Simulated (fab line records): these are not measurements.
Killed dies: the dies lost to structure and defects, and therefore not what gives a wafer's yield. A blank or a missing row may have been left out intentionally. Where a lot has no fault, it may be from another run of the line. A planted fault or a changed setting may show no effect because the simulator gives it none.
fab line records    flow rit_cmos
record lots=6  wafers=18  last_day=7
route steps=202 shown ACTIVE@2 FOX1@20 FOX2@23 M1@202
lots untouched by any fault: they come from a run of this same line in which no faults occurred
start_h: hours from the record's opening day to when the first of the lot's shown wafers began    wait_h: hours since the lot's step before    " the same as in the row above    L1.1+2: one row covering several wafers at once    - either no value or no given start    * or withheld: withheld    < > ~ a bound
route shown NAME@n: names a module that has steps shown in the file, with the first one's number in the route    usual: average and standard deviation across the fault-free wafers    same: alike in all rows    chamber/n: place in a boat    sites: per-site readings    _std_site: the values' standard deviation    _edge_site: outer sites' mean less inner sites'    radius_mm: for every site, how far away it sits from the centre of the wafer    mask NAME#n: copy n    behind: the most recent tool/chamber to have shaped the wafer    hold: what put the lot on hold/how long, in hours/how the hold closed    device: transistor that didn't switch, given as n, p or np    end of line: tests of these same wafers at the route's end    step lacking rows: just its recipe    killed: not the wafer's yield, but the dies lost to structure and defects at the first sort    map: shows each die of a wafer: x if killed, . if not, _ if none is there
set.NAME: the setting as run; set.NAME@STEP: as run at that earlier step    model.NAME: the simulator's own value behind a step, which no gauge read
lots at selected steps of the route; one table per step, one row per wafer
services: from which hour (start_h, from the record's first day; less than 0 if before it) a tool's chamber was out of use, for how many hours, and why
## steps
# step RIT_ACTIVE_OXIDATION_01
# recipe temp_c=1000  ambient=O2  target_thk_a=468  ox_time_s=3360
# step RIT_ACTIVE_THK_MEAS_02
# recipe reads=SiO2_of_ACTIVE_OXIDATION_01
# usual ACTIVE_OXIDE_THK=47.2/1
lot.wafer  tool           chamber  start_h  wait_h  ACTIVE_OXIDE_THK[nm]
L260.1     film_metro-03  -        32.08    0.0     47.0
L260.2     "              -        "        "       48.2
L260.3     "              -        "        "       47.5
L262.1     film_metro-04  -        42.05    0.0     47.8
L262.2     "              -        "        "       47.2
L262.3     "              -        "        "       46.9
L263.2     film_metro-04  -        48.33    0.0     44.9
L263.4     "              -        "        "       45.9
L263.5     "              -        "        "       45.7
L275.1     film_metro-02  -        107.05   0.0     48.3
L275.5     "              -        "        "       47.9
L275.6     "              -        "        "       48.2
L277.1     film_metro-02  -        117.13   0.0     46.4
L277.3     "              -        "        "       46.1
L277.4     "              -        "        "       47.3
L279.1     film_metro-03  -        129.18   0.0     46.2
L279.5     "              -        "        "       46.3
L279.6     "              -        "        "       46.4
# step RIT_ACTIVE_CVD_03
# recipe material=Si3N4  target_thk_nm=150  temp_c=810  precursor=SiH2Cl2/NH3  time_s=1500  pressure_mtorr=300  sih2cl2_flow_sccm=60  nh3_flow_sccm=150
# step RIT_ACTIVE_THK_MEAS_04
# recipe reads=Si3N4_of_ACTIVE_CVD_03
# usual ACTIVE_NITRIDE_THK=150.5/1.3
lot.wafer  tool           chamber  start_h  wait_h  ACTIVE_NITRIDE_THK[nm]
L260.1     film_metro-04  -        34.26    0.0     152.3
L260.2     "              -        "        "       151.7
L260.3     "              -        "        "       152.1
L262.1     film_metro-04  -        43.53    0.0     149.4
L262.2     "              -        "        "       149.1
L262.3     "              -        "        "       148.8
L263.2     film_metro-03  -        49.80    0.0     149.0
L263.4     "              -        "        "       148.8
L263.5     "              -        "        "       150.3
L275.1     film_metro-03  -        110.55   0.0     149.1
L275.5     "              -        "        "       148.9
L275.6     "              -        "        "       149.5
L277.1     film_metro-04  -        119.31   0.0     150.3
L277.3     "              -        "        "       150.3
L277.4     "              -        "        "       148.6
L279.1     film_metro-02  -        130.66   0.0     151.2
L279.5     "              -        "        "       150.9
L279.6     "              -        "        "       151.4
# step RIT_ACTIVE_HMDS_05
# recipe prime_time_s=60  prime_temp_c=140
# step RIT_ACTIVE_COAT_06
# recipe resist=NOVOLAK  spin_rpm=3250  resist_thk_nm=1000
# step RIT_ACTIVE_SOFTBAKE_07
# recipe resist=NOVOLAK  temp_c=90  time_s=60
# step RIT_ACTIVE_EXPOSE_08
# recipe mask_id=M1  na=0.6  source_shape=conventional  sigma_outer=0.6  target_cd_nm=1400  dose_mj=225
# step RIT_ACTIVE_PEB_09
# recipe resist=NOVOLAK  temp_c=withheld  time_s=withheld
# step RIT_ACTIVE_DEVELOP_10
# recipe resist=NOVOLAK  develop_time_s=50  dev_temp_c=23
# step RIT_ACTIVE_CD_MEAS_11
# recipe target_cd_nm=1400
# usual cd_nm=1400.3/2.2
lot.wafer  tool       chamber  start_h  wait_h  cd_nm
L260.1     cd_sem-01  -        35.17    -       1396.8
L260.2     "          -        "        "       1399.0
L260.3     "          -        "        "       1397.0
L262.1     cd_sem-01  -        44.44    -       1400.3
L262.2     "          -        "        "       1400.2
L262.3     "          -        "        "       1397.6
L263.2     cd_sem-02  -        50.85    -       1402.3
L263.4     "          -        "        "       1401.3
L263.5     "          -        "        "       1401.2
L275.1     cd_sem-01  -        111.58   -       1402.3
L275.5     "          -        "        "       1398.0
L275.6     "          -        "        "       1399.4
L277.1     cd_sem-01  -        120.35   -       1398.9
L277.3     "          -        "        "       1398.8
L277.4     "          -        "        "       1402.4
L279.1     cd_sem-01  -        131.91   -       1399.5
L279.5     "          -        "        "       1399.0
L279.6     "          -        "        "       1398.9
# step RIT_ACTIVE_HARDBAKE_12
# recipe resist=NOVOLAK  temp_c=140  time_s=60
# step RIT_ACTIVE_ETCH_13
# recipe stop_on=SiO2  chemistry=SF6  target=Si3N4  time_s=210  over_etch_frac=0.4  SF6_flow_sccm=200  pressure_mtorr=260  rf_w=125  target_depth_a=2100
# usual drypump_motor_current_A=5.9/0.36  oes_product_au=0.826/0.015  run_length_s=238.3/0.44  throttle_valve_pct=7.44/0.11
lot.wafer  tool         chamber  start_h  wait_h  drypump_motor_current_A  oes_product_au  rf_hours_counter_h  run_length_s  throttle_valve_pct  model.NOVOLAK_of_ACTIVE_COAT_06.thk_nm  model.SiO2_of_ACTIVE_OXIDATION_01.thk_nm  model.ACTIVE.feature_depth_nm
L260.1     rie_diel-03  3        35.44    0.1     5.9                      0.842           82                  237.9         7.35                651.2                                   45.24                                     153.9
L260.2     "            1        "        "       5.7                      0.859           104                 239.3         7.41                654.2                                   48.21                                     151.7
L260.3     "            0        "        "       5.3                      0.837           126                 238.1         7.41                657.7                                   47.41                                     152.1
L262.1     rie_diel-03  0        44.71    0.1     5.3                      0.789           127                 260.5         7.40                631.3                                   40.33                                     156.8
L262.2     "            3        "        "       5.9                      0.835           82                  237.5         7.35                649.7                                   45.35                                     151
L262.3     "            1        "        "       5.7                      0.841           104                 238.9         7.39                659.7                                   46.85                                     148.7
L263.2     rie_diel-03  0        51.10    0.1     5.3                      0.782           127                 260.4         7.39                631                                     37.47                                     156.5
L263.4     "            1        "        "       5.7                      0.849           -                   238.9         7.41                656.4                                   45.86                                     148.9
L263.5     "            2        "        "       6.3                      0.832           -                   238.1         7.34                663                                     45.67                                     150.3
L275.1     rie_diel-02  0        111.88   0.1     6.1                      0.835           5                   238.3         7.48                665.7                                   48.02                                     149.3
L275.5     "            1        "        "       6.1                      0.809           -                   238.1         7.24                663.7                                   47.04                                     149.9
L275.6     "            2        "        "       5.7                      0.814           -                   238.3         7.44                666.4                                   48.23                                     149.5
L277.1     rie_diel-03  2        120.62   0.1     6.3                      0.831           2                   238.0         7.33                669.9                                   46.42                                     150.2
L277.3     "            1        "        "       5.7                      0.851           105                 239.4         7.42                656.6                                   46.11                                     150.3
L277.4     "            2        "        "       6.3                      0.834           -                   238.2         7.32                670.2                                   47.25                                     148.7
L279.1     rie_diel-03  2        132.18   0.1     6.3                      0.832           2                   238.3         7.34                665.3                                   46.19                                     151.3
L279.5     "            2        "        "       6.3                      0.837           -                   238.4         7.33                666.2                                   46.36                                     150.9
L279.6     "            1        "        "       5.7                      0.852           -                   238.9         7.41                654.8                                   46.39                                     151.5
# step RIT_ACTIVE_STRIP_14
# recipe chemistry=O2  time_s=180  resist=NOVOLAK  platen_temp_c=withheld  power_w=500  pressure_mtorr=4000  o2_flow_sccm=4000
# usual drypump_motor_current_A=5.5/0.35
lot.wafer  tool             chamber  start_h  wait_h  drypump_motor_current_A  rf_hours_counter_h
L260.1     plasma_asher-01  1        35.58    0.1     5.8                      40
L260.2     "                0        "        "       5.9                      40
L260.3     "                1        "        "       5.8                      -
L262.1     plasma_asher-01  1        44.84    0.1     5.8                      41
L262.2     "                0        "        "       5.9                      41
L262.3     "                1        "        "       5.8                      -
L263.2     plasma_asher-03  0        51.23    0.1     5.1                      40
L263.4     "                1        "        "       5.5                      -
L263.5     "                1        "        "       5.4                      -
L275.1     plasma_asher-03  0        112.01   0.1     5.2                      47
L275.5     "                0        "        "       5.1                      -
L275.6     "                1        "        "       5.5                      -
L277.1     plasma_asher-02  1        120.75   0.1     4.9                      47
L277.3     "                0        "        "       5.6                      -
L277.4     "                1        "        "       4.9                      -
L279.1     plasma_asher-03  1        132.32   0.1     5.5                      50
L279.5     "                0        "        "       5.1                      -
L279.6     "                1        "        "       5.5                      -
# step RIT_ACTIVE_CD_MEAS_90
# recipe target_cd_nm=1400
# usual cd_nm=1400.3/2.2
lot.wafer  tool       chamber  start_h  wait_h  cd_nm
L260.1     cd_sem-02  -        35.75    0.1     1396.8
L260.2     "          -        "        "       1398.8
L260.3     "          -        "        "       1397.4
L262.1     cd_sem-02  -        45.02    0.1     1400.0
L262.2     "          -        "        "       1399.4
L262.3     "          -        "        "       1397.4
L263.2     cd_sem-01  -        51.43    0.1     1402.0
L263.4     "          -        "        "       1401.9
L263.5     "          -        "        "       1401.7
L275.1     cd_sem-01  -        112.18   0.1     1402.2
L275.5     "          -        "        "       1398.0
L275.6     "          -        "        "       1399.5
L277.1     cd_sem-02  -        120.93   0.1     1398.5
L277.3     "          -        "        "       1399.3
L277.4     "          -        "        "       1402.3
L279.1     cd_sem-02  -        132.49   0.1     1400.0
L279.5     "          -        "        "       1399.4
L279.6     "          -        "        "       1399.6
# step RIT_ACTIVE_CLEAN_15
# recipe chemistry=SC1  mix=3:3:50  time_s=600  temp_c=75
# step RIT_ACTIVE_CLEAN_16
# recipe chemistry=dHF  dilution=50:1  time_s=30
# step RIT_ACTIVE_CLEAN_17
# recipe chemistry=SC2  mix=3:3:50  time_s=600  temp_c=75  dry=n2_spin
# step RIT_FOX1_OXIDATION_00
# recipe temp_c=1100  ambient=H2O  target_thk_a=3507  p_h2o_torr=720  ox_time_s=1130
# step RIT_FOX1_THK_MEAS_01
# recipe reads=SiO2_of_FOX1_OXIDATION_00
# usual FOX1_OXIDE_THK=351/9.6
lot.wafer  tool           chamber  start_h  wait_h  FOX1_OXIDE_THK[nm]
L260.1     film_metro-01  -        37.55    0.0     338
L260.2     "              -        "        "       347
L260.3     "              -        "        "       342
L262.1     film_metro-01  -        48.05    0.0     349
L262.2     "              -        "        "       348
L262.3     "              -        "        "       355
L263.2     film_metro-02  -        54.79    0.0     340
L263.4     "              -        "        "       341
L263.5     "              -        "        "       350
L275.1     film_metro-04  -        115.31   0.0     355
L275.5     "              -        "        "       353
L275.6     "              -        "        "       353
L277.1     film_metro-01  -        122.73   0.0     350
L277.3     "              -        "        "       356
L277.4     "              -        "        "       352
L279.1     film_metro-01  -        134.55   0.0     362
L279.5     "              -        "        "       355
L279.6     "              -        "        "       360
# step RIT_FOX1_WET_ETCH_02
# recipe chemistry=BOE  target_depth_nm=350  time_s=390  temp_c=21.5  dry=n2_spin  dilution=10:1  target=SiO2
# step RIT_FOX2_OXIDATION_00
# recipe temp_c=1100  ambient=H2O  target_thk_a=3507  p_h2o_torr=720  ox_time_s=1130
# step RIT_FOX2_THK_MEAS_01
# recipe reads=SiO2_of_FOX2_OXIDATION_00
# usual FOX2_OXIDE_THK=349/6.6
lot.wafer  tool           chamber  start_h  wait_h  FOX2_OXIDE_THK[nm]
L260.1     film_metro-01  -        39.97    0.0     354
L260.2     "              -        "        "       347
L260.3     "              -        "        "       349
L262.1     film_metro-01  -        49.55    0.0     358
L262.2     "              -        "        "       353
L262.3     "              -        "        "       353
L263.2     film_metro-01  -        58.57    0.0     342
L263.4     "              -        "        "       340
L263.5     "              -        "        "       340
L275.1     film_metro-04  -        117.87   0.0     352
L275.5     "              -        "        "       355
L275.6     "              -        "        "       352
L277.1     film_metro-04  -        124.22   0.0     350
L277.3     "              -        "        "       346
L277.4     "              -        "        "       355
L279.1     film_metro-03  -        136.04   0.0     349
L279.5     "              -        "        "       352
L279.6     "              -        "        "       352
# step RIT_FOX2_CLEAN_02
# recipe chemistry=dHF  dilution=50:1  time_s=180
# step RIT_FOX2_WET_ETCH_03
# recipe chemistry=H3PO4  target=Si3N4  target_depth_nm=195  temp_c=165  time_s=2700
# usual bath_guard_temp_C=165.3/0.46  run_length_s=2729/3.4
lot.wafer  tool          chamber  start_h  wait_h  bath_guard_temp_C  run_length_s  model.SiO2_of_ACTIVE_OXIDATION_01.thk_nm
L260.1     wet_bench-02  3        40.09    0.0     165.7              2732          40.1
L260.2     "             3        "        "       165.8              2732          42.72
L260.3     "             3        "        "       165.8              2732          42
L262.1     wet_bench-01  3        49.67    0.0     165.1              2726          35.98
L262.2     "             3        "        "       164.9              2726          40.43
L262.3     "             3        "        "       165.1              2726          41.79
L263.2     wet_bench-04  3        58.68    0.0     165.1              2729          33.18
L263.4     "             3        "        "       165.4              2729          40.59
L263.5     "             3        "        "       165.2              2729          40.4
L275.1     wet_bench-01  2        117.99   0.0     165.0              2725          42.6
L275.5     "             2        "        "       165.0              2725          41.73
L275.6     "             2        "        "       165.0              2725          42.8
L277.1     wet_bench-04  3        124.34   0.0     164.8              2728          41.28
L277.3     "             3        "        "       165.4              2728          41.02
L277.4     "             3        "        "       165.0              2728          42.02
L279.1     wet_bench-01  1        136.16   0.0     165.9              2732          41.04
L279.5     "             1        "        "       165.8              2732          41.21
L279.6     "             1        "        "       165.6              2732          41.22
# step RIT_FOX2_THK_MEAS_90
# recipe reads=SiO2_of_FOX2_OXIDATION_00
# usual FIELD_OXIDE_LEFT_1_THK=322/6.7
lot.wafer  tool           chamber  start_h  wait_h  FIELD_OXIDE_LEFT_1_THK[nm]
L260.1     film_metro-01  -        40.92    0.0     327
L260.2     "              -        "        "       320
L260.3     "              -        "        "       321
L262.1     film_metro-04  -        50.43    0.0     331
L262.2     "              -        "        "       326
L262.3     "              -        "        "       326
L263.2     film_metro-01  -        59.44    0.0     314
L263.4     "              -        "        "       312
L263.5     "              -        "        "       312
L275.1     film_metro-01  -        118.75   0.0     323
L275.5     "              -        "        "       326
L275.6     "              -        "        "       324
L277.1     film_metro-01  -        125.09   0.0     322
L277.3     "              -        "        "       319
L277.4     "              -        "        "       327
L279.1     film_metro-01  -        137.81   0.0     322
L279.5     "              -        "        "       325
L279.6     "              -        "        "       325
# step RIT_M1_PROBE_99
# usual killed_at_front_end=7/3.1  killed_dies=7/3.1  killed_open=3.5/2  killed_short=3.3/2
# same gross_dies=264  killed_at_M0_to_M3=0  killed_at_M4_up=0  killed_at_back_side=0  killed_at_contacts=0  killed_at_other=0
lot.wafer  tool       chamber  start_h  wait_h  killed_at_front_end  killed_dies  killed_open  killed_short
L260.1     prober-02  -        85.25    0.1     5                    5            2            3
L260.2     prober-02  -        85.30    0.1     2                    2            1            1
L260.3     prober-02  -        85.35    0.2     11                   11           5            6
L262.1     prober-02  -        89.21    0.1     9                    9            5            4
L262.2     prober-02  -        89.26    0.1     5                    5            2            3
L262.3     prober-02  -        89.31    0.2     9                    9            4            5
L263.2     prober-01  -        98.72    0.1     4                    4            2            2
L263.4     prober-01  -        98.82    0.2     12                   12           5            7
L263.5     prober-01  -        98.87    0.2     8                    8            4            4
L277.1     prober-01  -        169.77   0.1     7                    7            5            2
L277.3     prober-01  -        169.87   0.2     6                    6            4            2
L277.4     prober-01  -        169.92   0.2     11                   11           9            2
# killed by level:class
L260.1 FOX1:geometric_particle:short=1 GATE:geometric_particle:open=1 GATE:geometric_particle:short=1 SILICIDE:geometric_particle:short=1 SILICIDE:geometric_particle:open=1
L260.2 GATE:geometric_particle:open=1 GATE:geometric_particle:short=1
L260.3 GATE:geometric_particle:short=3 FOX1:geometric_particle:open=2 GATE:geometric_particle:open=2 REOX:geometric_particle:short=2 FOX1:geometric_particle:short=1 REOX:geometric_particle:open=1
L262.1 SPACER:geometric_particle:short=4 GATE:geometric_particle:open=2 FOX2:geometric_particle:open=1 SPACER:geometric_particle:open=1 SILICIDE:geometric_particle:open=1
L262.2 FOX2:geometric_particle:short=1 GATE:geometric_particle:open=1 REOX:geometric_particle:short=1 SPACER:geometric_particle:open=1 SPACER:geometric_particle:short=1
L262.3 GATE:geometric_particle:short=2 SPACER:geometric_particle:short=2 SPACER:geometric_particle:open=2 GATE:geometric_particle:open=1 REOX:geometric_particle:short=1 SILICIDE:geometric_particle:open=1
L263.2 GATE:geometric_particle:short=1 SPACER:geometric_particle:short=1 SPACER:geometric_particle:open=1 SILICIDE:geometric_particle:open=1
L263.4 SILICIDE:geometric_particle:short=4 SPACER:geometric_particle:short=2 SPACER:geometric_particle:open=2 GATE:geometric_particle:short=1 GATE:geometric_particle:open=1 REOX:geometric_particle:open=1 SILICIDE:geometric_particle:open=1
L263.5 GATE:geometric_particle:open=2 GATE:geometric_particle:short=2 FOX2:geometric_particle:short=1 SPACER:geometric_particle:short=1 SPACER:geometric_particle:open=1 SILICIDE:geometric_particle:open=1
L277.1 GATE:geometric_particle:open=3 GATE:geometric_particle:short=2 SPACER:geometric_particle:open=2
L277.3 FOX1:geometric_particle:open=2 GATE:geometric_particle:short=2 GATE:geometric_particle:open=1 SILICIDE:geometric_particle:open=1
L277.4 SILICIDE:geometric_particle:open=4 GATE:geometric_particle:open=2 FOX1:geometric_particle:open=1 FOX2:geometric_particle:open=1 GATE:geometric_particle:short=1 REOX:geometric_particle:short=1 SPACER:geometric_particle:open=1
## services
tool             chamber  start_h  hours  kind
wet_bench-01     -        41.14    2.9    repair
rie_diel-03      3        47.04    21.2   repair
rie_diel-03      1        65.27    17.5   repair
plasma_asher-02  -        75.76    0.5    repair
plasma_asher-01  -        81.88    3.2    repair
rie_diel-03      -        85.17    14.6   pm
plasma_asher-01  -        108.75   9.0    pm
plasma_asher-01  0        108.75   9.0    vent_cycle
plasma_asher-01  1        108.75   9.0    vent_cycle
plasma_asher-01  -        110.76   0.7    repair
plasma_asher-01  0        117.75   -      clean
plasma_asher-01  1        117.75   -      clean
rie_diel-03      3        120.34   23.2   repair
plasma_asher-02  -        124.14   9.8    repair
## key
first_sign step=RIT_ACTIVE_ETCH_13  reading=run_length_s  direction=up  sigmas=50  usual=*  struck=*
effect step=RIT_ACTIVE_ETCH_13  reading=oes_product_au  direction=down  sigmas=2.7  usual=0.826  struck=0.786
model_effect step=RIT_ACTIVE_ETCH_13  value=NOVOLAK_of_ACTIVE_COAT_06.thk_nm  without=655.2  struck=631.2
model_effect step=RIT_FOX2_WET_ETCH_03  value=SiO2_of_ACTIVE_OXIDATION_01.thk_nm  without=41.12  struck=34.58
met_at RIT_ACTIVE_ETCH_13
struck_wafers L262.1,L263.2
tester_left_out L262,L263
onset_between 35.44 44.71
fault kind=process_parameter_drift  tool=rie_diel-03  chamber=0  onset_h=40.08  steps=RIT_ACTIVE_ETCH_13  channel=time_s  offset=*  shape=step  end_h=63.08  acts_in=*  stated=*
# tester_left_out: of these lots the tester's yield and bins aren't shown, on N5 and GAA mostly nor the transistor test; their killed dies are dies lost to structure and defects alone, not to doping, threshold or leakage, so they don't give the yield
